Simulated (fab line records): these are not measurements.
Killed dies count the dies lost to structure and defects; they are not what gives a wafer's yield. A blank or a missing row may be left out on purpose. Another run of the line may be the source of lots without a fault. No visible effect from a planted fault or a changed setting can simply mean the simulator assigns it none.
Which of the tools did it? / flow berkeley_cmos170 / 42 wafers from 14 lots sampled at 3 of the route's 331 steps

WHAT EACH GAUGE READ, for each wafer
UCB170_ACTIVE_OVL_MEAS_14. Usual: ACTIVE_OVL typically reads 0 nm, with standard deviation 6.
lot=L472; measured=day 4 03:37; on=overlay-01; ACTIVE_OVL (nm)=2 3 8; flag=
lot=L473; measured=day 4 12:52; on=overlay-01; ACTIVE_OVL (nm)=-5 8 6; flag=
lot=L474; measured=day 4 13:00; on=overlay-02; ACTIVE_OVL (nm)=1 -4 0; flag=
lot=L475; measured=day 4 21:22; on=overlay-01; ACTIVE_OVL (nm)=-8 -5 -5; flag=
lot=L476; measured=day 4 21:35; on=overlay-02; ACTIVE_OVL (nm)=1 8 10; flag=
lot=L481; measured=day 6 02:47; on=overlay-01; ACTIVE_OVL (nm)=-3 -6 -4; flag=
lot=L480; measured=day 6 02:57; on=overlay-02; ACTIVE_OVL (nm)=7 -2 13; flag=
lot=L479; measured=day 6 03:33; on=overlay-02; ACTIVE_OVL (nm)=-3 4 -8; flag=
lot=L483; measured=day 6 18:07; on=overlay-02; ACTIVE_OVL (nm)=3 1 5; flag=
lot=L484; measured=day 6 18:13; on=overlay-01; ACTIVE_OVL (nm)=5 -1 4; flag=
lot=L486; measured=day 7 01:15; on=overlay-02; ACTIVE_OVL (nm)=6 6 0; flag=
lot=L488; measured=day 7 13:40; on=overlay-01; ACTIVE_OVL (nm)=14 9 8; flag=
lot=L489; measured=day 7 13:56; on=overlay-02; ACTIVE_OVL (nm)=3 -1 -4; flag=
lot=L490; measured=day 8 00:43; on=overlay-02; ACTIVE_OVL (nm)=-6 -9 -11; flag=

UCB170_PFIELD_OVL_MEAS_06. Usual: PFIELD_OVL typically reads 1 nm, with standard deviation 4.4.
lot=L472; measured=day 4 05:24; on=overlay-01; PFIELD_OVL (nm)=0 0 0; flag=
lot=L473; measured=day 4 14:37; on=overlay-02; PFIELD_OVL (nm)=2 3 -1; flag=
lot=L474; measured=day 4 14:46; on=overlay-01; PFIELD_OVL (nm)=6 5 6; flag=
lot=L475; measured=day 5 00:38; on=overlay-02; PFIELD_OVL (nm)=-1 -1 -3; flag=
lot=L476; measured=day 5 01:07; on=overlay-01; PFIELD_OVL (nm)=4 0 -1; flag=
lot=L481; measured=day 6 04:55; on=overlay-02; PFIELD_OVL (nm)=5 3 8; flag=
lot=L480; measured=day 6 05:35; on=overlay-01; PFIELD_OVL (nm)=-1 -5 -9; flag=
lot=L479; measured=day 6 05:55; on=overlay-02; PFIELD_OVL (nm)=3 -5 -1; flag=
lot=L483; measured=day 6 20:17; on=overlay-02; PFIELD_OVL (nm)=3 5 -1; flag=
lot=L484; measured=day 6 20:13; on=overlay-01; PFIELD_OVL (nm)=10 2 -2; flag=
lot=L486; measured=day 7 05:17; on=overlay-01; PFIELD_OVL (nm)=4 6 -2; flag=
lot=L488; measured=day 7 17:20; on=overlay-02; PFIELD_OVL (nm)=-3 -1 10; flag=
lot=L489; measured=day 7 17:41; on=overlay-02; PFIELD_OVL (nm)=-8 2 0; flag=
lot=L490; measured=day 8 02:18; on=overlay-02; PFIELD_OVL (nm)=1 3 3; flag=

UCB170_FIELD_THK_MEAS_91. Usual: FIELD_OXIDE_LEFT_2_THK typically reads 355 nm, with standard deviation 10.
lot=L472; measured=day 5 12:28; on=film_metro-03; FIELD_OXIDE_LEFT_2_THK (nm)=361 348 360; flag=
lot=L473; measured=day 5 23:03; on=film_metro-01; FIELD_OXIDE_LEFT_2_THK (nm)=358 358 356; flag=
lot=L474; measured=day 5 23:11; on=film_metro-04; FIELD_OXIDE_LEFT_2_THK (nm)=373 372 374; flag=
lot=L475; measured=day 6 10:17; on=film_metro-03; FIELD_OXIDE_LEFT_2_THK (nm)=343 348 354; flag=
lot=L476; measured=day 6 09:49; on=film_metro-01; FIELD_OXIDE_LEFT_2_THK (nm)=340 342 347; flag=
lot=L481; measured=day 7 11:04; on=film_metro-04; FIELD_OXIDE_LEFT_2_THK (nm)=348 343 359; flag=
lot=L480; measured=day 7 11:13; on=film_metro-01; FIELD_OXIDE_LEFT_2_THK (nm)=353 344 351; flag=
lot=L479; measured=day 7 11:16; on=film_metro-04; FIELD_OXIDE_LEFT_2_THK (nm)=354 352 353; flag=
lot=L483; measured=day 7 21:04; on=film_metro-04; FIELD_OXIDE_LEFT_2_THK (nm)=331 350 351; flag=
lot=L484; measured=day 7 21:33; on=film_metro-03; FIELD_OXIDE_LEFT_2_THK (nm)=363 352 362; flag=
lot=L486; measured=day 8 11:32; on=film_metro-04; FIELD_OXIDE_LEFT_2_THK (nm)=357 352 354; flag=
lot=L488; measured=day 9 02:43; on=film_metro-01; FIELD_OXIDE_LEFT_2_THK (nm)=360 369 358; flag=
lot=L489; measured=day 9 01:53; on=film_metro-04; FIELD_OXIDE_LEFT_2_THK (nm)=370 370 363; flag=
lot=L490; measured=day 9 07:45; on=film_metro-01; FIELD_OXIDE_LEFT_2_THK (nm)=357 354 357; flag=

EACH LOT AND THE TOOL THAT RAN IT (in order: tool; ch and the chambers of the sampled wafers; start)
Before these readings, the record contains no process step.

AS READ BY THE TOOLS THEMSELVES (means over the sampled wafers that have a number; for cases with no such wafer, the mark the record gives instead)
The record holds no such reading with a usual standard deviation.

THE ANSWER, worked out from the rows above alone
Rule: lot off if the mean of its wafers having a number is beyond 3 standard deviations from the usual mean. Also off: a lot with no number at a reading for which 4 or more lots have one. Where the step has rows for the other lots, those lots are counted as sound. The gauges are gone through in route order, then the tools' own readings, and for those a lot's mean is taken as printed above. At the first step where some lot is off, the reading lying furthest off is the one used; lots without a number count as furthest.
None of the lots is off at any reading shown; this tells nothing.

WHAT THE SIMULATOR HAD PUT IN
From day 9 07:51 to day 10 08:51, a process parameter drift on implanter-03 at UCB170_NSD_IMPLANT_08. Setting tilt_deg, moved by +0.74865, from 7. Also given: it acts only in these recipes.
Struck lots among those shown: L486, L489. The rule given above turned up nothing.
